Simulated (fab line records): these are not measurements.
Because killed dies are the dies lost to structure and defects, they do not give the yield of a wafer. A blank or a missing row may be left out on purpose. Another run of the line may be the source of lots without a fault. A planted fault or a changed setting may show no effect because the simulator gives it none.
fab line records | flow rit-cmos
[record] lots = 14 | wafers = 42 | last-day = 7
route steps=202 shown PWELL@47 M1@202
lots that met no fault: taken from a fault-free run of the same line
start-h: hours from the record's opening day to when the first of the lot's shown wafers began | wait-h: hours from the lot's prior step to this one | " the same as in the row above | L1.1+2: a single row standing in for several wafers | - value missing, or start not given | * or withheld: withheld | < > ~ a bound
route shown NAME@n: NAME is a module with steps in the file, n the number in the route of the first one | usual: average and standard deviation across the fault-free wafers | same: alike in all rows | chamber/n: place in a boat | sites: each site's reading | _std_site: how widely they spread, as a standard deviation | _edge_site: mean of outer sites minus mean of inner sites | radius-mm: how far each site lies from the wafer's centre | mask NAME#n: copy n | behind: tool/chamber where the wafer was last shaped | hold: why the lot went on hold/how many hours it stayed there/how the hold came to an end | device: transistor that didn't switch, given as n, p or np | end of line: the same wafers' tests at the end of the route | where a step has no rows: the recipe by itself | killed: count of dies lost to structure and defects at first sort (not the wafer's yield) | map: a wafer's dies, marking killed ones x, the rest . and places with no die _
set.NAME: the setting as run; set.NAME@STEP: as run at that earlier step | model.NAME: the simulator's own value behind a step, which no gauge read
a sample of lots followed through the steps of the route, with each step as a table and each wafer as a row
services: when a tool's chamber went out of use (start-h, in hours from the record's first day, below 0 if earlier), for how many hours, and the reason
[[steps]]
[step RIT_PWELL_IMPLANT_08]
[recipe] species = B | energy-kev = 170 | dose-cm2 = 7e+13 | tilt-deg = 7
[usual] beam-energy-keV = 169.99/0.049
lot.wafer | tool         | chamber | start-h | wait-h | beam-energy-keV
L671.2    | implanter-04 | 0       | 22.60   | 0.2    | 169.99
L671.3    | "            | 0       | "       | "      | 169.95
L671.5    | "            | 0       | "       | "      | 169.97
L672.4    | implanter-04 | 0       | 27.79   | 0.2    | 169.96
L672.5    | "            | 0       | "       | "      | 169.88
L672.6    | "            | 0       | "       | "      | 169.89
L673.1    | implanter-03 | 0       | 33.12   | 0.2    | 169.99
L673.3    | "            | 0       | "       | "      | 170.06
L673.5    | "            | 0       | "       | "      | 170.02
L674.2    | implanter-01 | 0       | 38.51   | 0.2    | 169.99
L674.3    | "            | 0       | "       | "      | 170.00
L674.5    | "            | 0       | "       | "      | 170.00
L677.2    | implanter-04 | 0       | 52.24   | 0.2    | 119.03
L677.3    | "            | 0       | "       | "      | 118.98
L677.4    | "            | 0       | "       | "      | 118.98
L678.1    | implanter-04 | 0       | 70.85   | 0.2    | 118.98
L678.3    | "            | 0       | "       | "      | 118.96
L678.6    | "            | 0       | "       | "      | 119.01
L683.2    | implanter-01 | 0       | 82.17   | 0.2    | 170.08
L683.4    | "            | 0       | "       | "      | 170.01
L683.6    | "            | 0       | "       | "      | 170.07
L685.3    | implanter-03 | 0       | 92.53   | 0.2    | 169.96
L685.4    | "            | 0       | "       | "      | 169.96
L685.5    | "            | 0       | "       | "      | 169.96
L686.2    | implanter-01 | 0       | 97.79   | 0.2    | 169.94
L686.3    | "            | 0       | "       | "      | 169.96
L686.5    | "            | 0       | "       | "      | 169.93
L688.1    | implanter-01 | 0       | 109.20  | 0.2    | 170.06
L688.3    | "            | 0       | "       | "      | 170.07
L688.6    | "            | 0       | "       | "      | 170.01
L691.1    | implanter-03 | 0       | 123.31  | 0.2    | 169.91
L691.3    | "            | 0       | "       | "      | 169.98
L691.4    | "            | 0       | "       | "      | 169.94
L692.3    | implanter-01 | 0       | 128.09  | 0.2    | 169.94
L692.4    | "            | 0       | "       | "      | 169.94
L692.5    | "            | 0       | "       | "      | 169.98
L693.3    | implanter-03 | 0       | 133.34  | 0.2    | 170.05
L693.4    | "            | 0       | "       | "      | 170.04
L693.6    | "            | 0       | "       | "      | 170.02
L694.1    | implanter-01 | 0       | 138.78  | 0.2    | 169.92
L694.2    | "            | 0       | "       | "      | 170.06
L694.6    | "            | 0       | "       | "      | 169.95
[step RIT_PWELL_TW_MEAS_10]
[usual] PWELL_TW = 947/7.8
lot.wafer | tool          | chamber | start-h | wait-h | hold                     | PWELL_TW
L671.2    | film-metro-01 | -       | 22.91   | 0.1    | -                        | 956
L671.3    | "             | -       | "       | "      | -                        | 955
L671.5    | "             | -       | "       | "      | -                        | 955
L672.4    | film-metro-01 | -       | 28.07   | 0.1    | -                        | 963
L672.5    | "             | -       | "       | "      | -                        | 959
L672.6    | "             | -       | "       | "      | -                        | 965
L673.1    | film-metro-01 | -       | 33.44   | 0.1    | -                        | 957
L673.3    | "             | -       | "       | "      | -                        | 949
L673.5    | "             | -       | "       | "      | -                        | 964
L674.2    | film-metro-04 | -       | 38.82   | 0.1    | -                        | 948
L674.3    | "             | -       | "       | "      | -                        | 948
L674.5    | "             | -       | "       | "      | -                        | 947
L677.2    | film-metro-02 | -       | 52.55   | 0.1    | await-dispo/0.2h/release | 916
L677.3    | "             | -       | "       | "      | await-dispo/0.2h/release | 920
L677.4    | "             | -       | "       | "      | await-dispo/0.2h/release | 917
L677.2    | film-metro-02 | -       | 52.77   | 0.2    | -                        | 914
L677.3    | "             | -       | "       | "      | -                        | 918
L677.4    | "             | -       | "       | "      | -                        | 915
L678.1    | film-metro-02 | -       | 71.18   | 0.1    | -                        | 919
L678.3    | "             | -       | "       | "      | -                        | 919
L678.6    | "             | -       | "       | "      | -                        | 923
L683.2    | film-metro-04 | -       | 82.48   | 0.1    | -                        | 945
L683.4    | "             | -       | "       | "      | -                        | 943
L683.6    | "             | -       | "       | "      | -                        | 939
L685.3    | film-metro-01 | -       | 92.83   | 0.1    | -                        | 956
L685.4    | "             | -       | "       | "      | -                        | 955
L685.5    | "             | -       | "       | "      | -                        | 952
L686.2    | film-metro-01 | -       | 98.10   | 0.1    | -                        | 959
L686.3    | "             | -       | "       | "      | -                        | 959
L686.5    | "             | -       | "       | "      | -                        | 952
L688.1    | film-metro-02 | -       | 109.53  | 0.1    | -                        | 944
L688.3    | "             | -       | "       | "      | -                        | 942
L688.6    | "             | -       | "       | "      | -                        | 950
L691.1    | film-metro-02 | -       | 123.63  | 0.1    | -                        | 940
L691.3    | "             | -       | "       | "      | -                        | 946
L691.4    | "             | -       | "       | "      | -                        | 942
L692.3    | film-metro-02 | -       | 128.38  | 0.1    | -                        | 940
L692.4    | "             | -       | "       | "      | -                        | 941
L692.5    | "             | -       | "       | "      | -                        | 942
L693.3    | film-metro-04 | -       | 133.64  | 0.1    | -                        | 940
L693.4    | "             | -       | "       | "      | -                        | 942
L693.6    | "             | -       | "       | "      | -                        | 944
L694.1    | film-metro-04 | -       | 139.10  | 0.1    | -                        | 947
L694.2    | "             | -       | "       | "      | -                        | 949
L694.6    | "             | -       | "       | "      | -                        | 948
[step RIT_WELLDRIVE_RS_MEAS_02]
[recipe] thk-meas-gauge = four-point-probe
[usual] PWELL_RS = 429.0/1.2
lot.wafer | tool          | chamber | start-h | wait-h | hold                     | PWELL_RS[ohm/sq]
L671.2    | film-metro-04 | -       | 28.18   | 0.1    | -                        | 428.8
L671.3    | "             | -       | "       | "      | -                        | 429.0
L671.5    | "             | -       | "       | "      | -                        | 428.8
L672.4    | film-metro-04 | -       | 33.36   | 0.1    | -                        | 427.5
L672.5    | "             | -       | "       | "      | -                        | 430.8
L672.6    | "             | -       | "       | "      | -                        | 429.3
L673.1    | film-metro-01 | -       | 38.71   | 0.1    | -                        | 428.0
L673.3    | "             | -       | "       | "      | -                        | 429.0
L673.5    | "             | -       | "       | "      | -                        | 428.6
L674.2    | film-metro-01 | -       | 44.09   | 0.1    | -                        | 430.6
L674.3    | "             | -       | "       | "      | -                        | 430.1
L674.5    | "             | -       | "       | "      | -                        | 429.5
L677.2    | film-metro-01 | -       | 63.12   | 0.1    | await-dispo/0.2h/release | 444.1
L677.3    | "             | -       | "       | "      | await-dispo/0.2h/release | 443.4
L677.4    | "             | -       | "       | "      | await-dispo/0.2h/release | 444.1
L677.2    | film-metro-01 | -       | 63.41   | 0.3    | -                        | 443.5
L677.3    | "             | -       | "       | "      | -                        | 443.3
L677.4    | "             | -       | "       | "      | -                        | 444.3
L678.1    | film-metro-01 | -       | 76.44   | 0.1    | await-dispo/0.2h/release | 443.1
L678.3    | "             | -       | "       | "      | await-dispo/0.2h/release | 442.8
L678.6    | "             | -       | "       | "      | await-dispo/0.2h/release | 442.7
L678.1    | film-metro-01 | -       | 76.73   | 0.3    | -                        | 443.2
L678.3    | "             | -       | "       | "      | -                        | 442.2
L678.6    | "             | -       | "       | "      | -                        | 443.0
L683.2    | film-metro-01 | -       | 88.67   | 0.1    | -                        | 431.1
L683.4    | "             | -       | "       | "      | -                        | 432.3
L683.6    | "             | -       | "       | "      | -                        | 429.9
L685.3    | film-metro-02 | -       | 99.03   | 0.1    | -                        | 430.3
L685.4    | "             | -       | "       | "      | -                        | 429.3
L685.5    | "             | -       | "       | "      | -                        | 430.1
L686.2    | film-metro-04 | -       | 104.09  | 0.1    | -                        | 429.2
L686.3    | "             | -       | "       | "      | -                        | 428.7
L686.5    | "             | -       | "       | "      | -                        | 429.5
L688.1    | film-metro-01 | -       | 115.01  | 0.1    | -                        | 428.8
L688.3    | "             | -       | "       | "      | -                        | 428.8
L688.6    | "             | -       | "       | "      | -                        | 429.1
L691.1    | film-metro-01 | -       | 129.28  | 0.1    | -                        | 429.2
L691.3    | "             | -       | "       | "      | -                        | 430.3
L691.4    | "             | -       | "       | "      | -                        | 430.0
L692.3    | film-metro-01 | -       | 133.67  | 0.1    | -                        | 429.1
L692.4    | "             | -       | "       | "      | -                        | 428.2
L692.5    | "             | -       | "       | "      | -                        | 428.3
L693.3    | film-metro-01 | -       | 138.92  | 0.1    | -                        | 431.1
L693.4    | "             | -       | "       | "      | -                        | 429.3
L693.6    | "             | -       | "       | "      | -                        | 429.0
L694.1    | film-metro-01 | -       | 144.37  | 0.1    | -                        | 426.6
L694.2    | "             | -       | "       | "      | -                        | 428.1
L694.6    | "             | -       | "       | "      | -                        | 429.2
[step RIT_M1_PROBE_99]
[usual] killed_at_M0_to_M3 = 0.0/0.16 | killed-at-contacts = 0.1/0.3 | killed-at-front-end = 7.1/3 | killed-dies = 7.3/3 | killed-open = 3.6/2 | killed-short = 3.5/1.9
[same] gross-dies = 264 | killed_at_M4_up = 0 | killed-at-back-side = 0 | killed-at-other = 0
lot.wafer | tool      | chamber | start-h | wait-h | killed_at_M0_to_M3 | killed-at-contacts | killed-at-front-end | killed-dies | killed-open | killed-short
L677.2    | prober-01 | -       | 99.16   | 0.1    | 0                  | 0                  | 9                   | 9           | 4           | 5
L677.3    | prober-01 | -       | 99.21   | 0.2    | 0                  | 0                  | 5                   | 5           | 3           | 2
L677.4    | prober-01 | -       | 99.26   | 0.2    | 0                  | 0                  | 4                   | 4           | 2           | 2
L678.1    | prober-02 | -       | 112.79  | 0.1    | 0                  | 0                  | 6                   | 6           | 4           | 2
L678.3    | prober-02 | -       | 112.89  | 0.2    | 0                  | 0                  | 8                   | 8           | 3           | 5
L678.6    | prober-02 | -       | 113.04  | 0.2    | 0                  | 0                  | 7                   | 7           | 4           | 3
// killed by level:class
L677.2 GATE:geometric-particle:short=4 GATE:geometric-particle:open=2 REOX:geometric-particle:open=2 FOX1:geometric-particle:short=1
L677.3 FOX1:geometric-particle:open=1 GATE:geometric-particle:short=1 REOX:geometric-particle:open=1 REOX:geometric-particle:short=1 SILICIDE:geometric-particle:open=1
L677.4 GATE:geometric-particle:short=2 REOX:geometric-particle:open=2
L678.1 REOX:geometric-particle:open=2 FOX2:geometric-particle:short=1 GATE:geometric-particle:short=1 GATE:geometric-particle:open=1 SILICIDE:geometric-particle:open=1
L678.3 FOX2:geometric-particle:open=2 REOX:geometric-particle:short=2 SPACER:geometric-particle:short=2 FOX2:geometric-particle:short=1 GATE:geometric-particle:open=1
L678.6 SPACER:geometric-particle:open=2 FOX2:geometric-particle:short=1 FOX2:geometric-particle:open=1 GATE:geometric-particle:open=1 GATE:geometric-particle:short=1 REOX:geometric-particle:short=1
[[services]]
tool         | chamber | start-h | hours | kind
implanter-03 | -       | 3.44    | 1.9   | repair
[[key]]
[first-sign] step = RIT_PWELL_IMPLANT_08 | reading = beam-energy-keV | direction = down | sigmas = 99+ | usual = 169.99 | struck = 118.99
[effect] step = RIT_PWELL_TW_MEAS_10 | reading = visit | direction = added
[effect] step = RIT_WELLDRIVE_RS_MEAS_02 | reading = visit | direction = added
[effect] step = RIT_WELLDRIVE_RS_MEAS_02 | reading = PWELL_RS | direction = up | sigmas = 12 | usual = 429.0 | struck = 443.4
met-at RIT_PWELL_IMPLANT_08
struck-lots L677,L678
tester-left-out L677,L678
onset-between 27.79 52.24
[fault] kind = process-parameter-drift | tool = implanter-04 | chamber = - | onset-h = 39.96 | steps = RIT_PWELL_IMPLANT_08 | channel = energy-kev | offset = -51 | shape = step | end-h = 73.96 | acts-in = these-recipes-only | stated = 170
// tester-left-out: of these lots the tester's yield and bins aren't shown, on N5 and GAA mostly nor the transistor test; their killed dies are dies lost to structure and defects alone, not to doping, threshold or leakage, so they don't give the yield
